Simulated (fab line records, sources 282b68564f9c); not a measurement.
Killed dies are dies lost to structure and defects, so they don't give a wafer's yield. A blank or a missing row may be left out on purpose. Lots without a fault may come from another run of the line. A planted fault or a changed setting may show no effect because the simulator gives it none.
A struck lot beside a sound one | flow rit_cmos | 14 steps out of a route of 202
Sound: wafers L356.1, L356.3, L356.4. Struck: wafers L371.3, L371.4, L371.5. The cause comes at the end.
At each step with rows: each side's tool, then ch and its chambers, then its first start. Under that, the readings that differ: sound wafers | struck wafers | difference of the means | sigmas: that difference in standard deviations of wafers without a fault.
alike: readings whose means differ by less than 2 such deviations, and words and numbers that are the same on both sides. not compared: withheld readings, readings that some wafer has no value for, bounds like >300 that may hide the same value, and numbers for which the record gives no deviation and whose values overlap.
The two part at a step that has a row with sigmas, a row that says differs or no value, or rows on one side only. Numbers that don't overlap but have no deviation are shown without sigmas and don't part them. A reading that every wafer of one side lacks parts them only if that side has two wafers or more.

first, 3 steps without rows for these wafers: RIT_NRETRO_EXPOSE_03 (exposes mask M4, target cd 43900 nm); RIT_NRETRO_PEB_04; RIT_NRETRO_DEVELOP_05 (develop time 68 s).
RIT_NRETRO_OVL_MEAS_06:
  sound on overlay-02, day 3 17:00; struck on overlay-02, day 6 18:53
  alike: NRETRO_OVL
then, 2 steps without rows for these wafers: RIT_NRETRO_HARDBAKE_07 (time 120 s); RIT_NRETRO_IMPLANT_08.
RIT_NRETRO_STRIP_09: strips in O2, time 180 s.
  sound on plasma_asher-03 ch 0,1, day 3 17:26; struck on plasma_asher-02 ch 0,1, day 6 19:22
  alike: drypump_motor_current_A
  not compared: rf_hours_counter_h
RIT_NRETRO_TW_MEAS_10:
  sound on film_metro-01, day 3 17:37; struck on film_metro-02, day 6 19:30
  alike: NRETRO_TW
then, 4 steps without rows for these wafers: RIT_PRETRO_HMDS_00 (prime time 60 s); RIT_PRETRO_COAT_01 (resist thk 1300 nm); RIT_PRETRO_SOFTBAKE_02 (time 60 s); RIT_PRETRO_EXPOSE_03 (exposes mask M5, target cd 43700 nm).
RIT_PRETRO_PEB_04:
  sound on litho_track-04 ch 0, day 3 18:14; struck on litho_track-02, day 6 20:18
  reading         | sound          | struck | difference                    | sigmas
  exhaust_pa (Pa) | 46.0 45.4 46.6 | - - -  | no value on the struck wafers |
  not compared: chill_plate_temp_C, resist_line_temp_C
then, 1 step without rows for these wafers: RIT_PRETRO_DEVELOP_05 (develop time 68 s).

WHERE THEY PART
Only at RIT_PRETRO_PEB_04, within this record.

WHY: what the simulator had put in
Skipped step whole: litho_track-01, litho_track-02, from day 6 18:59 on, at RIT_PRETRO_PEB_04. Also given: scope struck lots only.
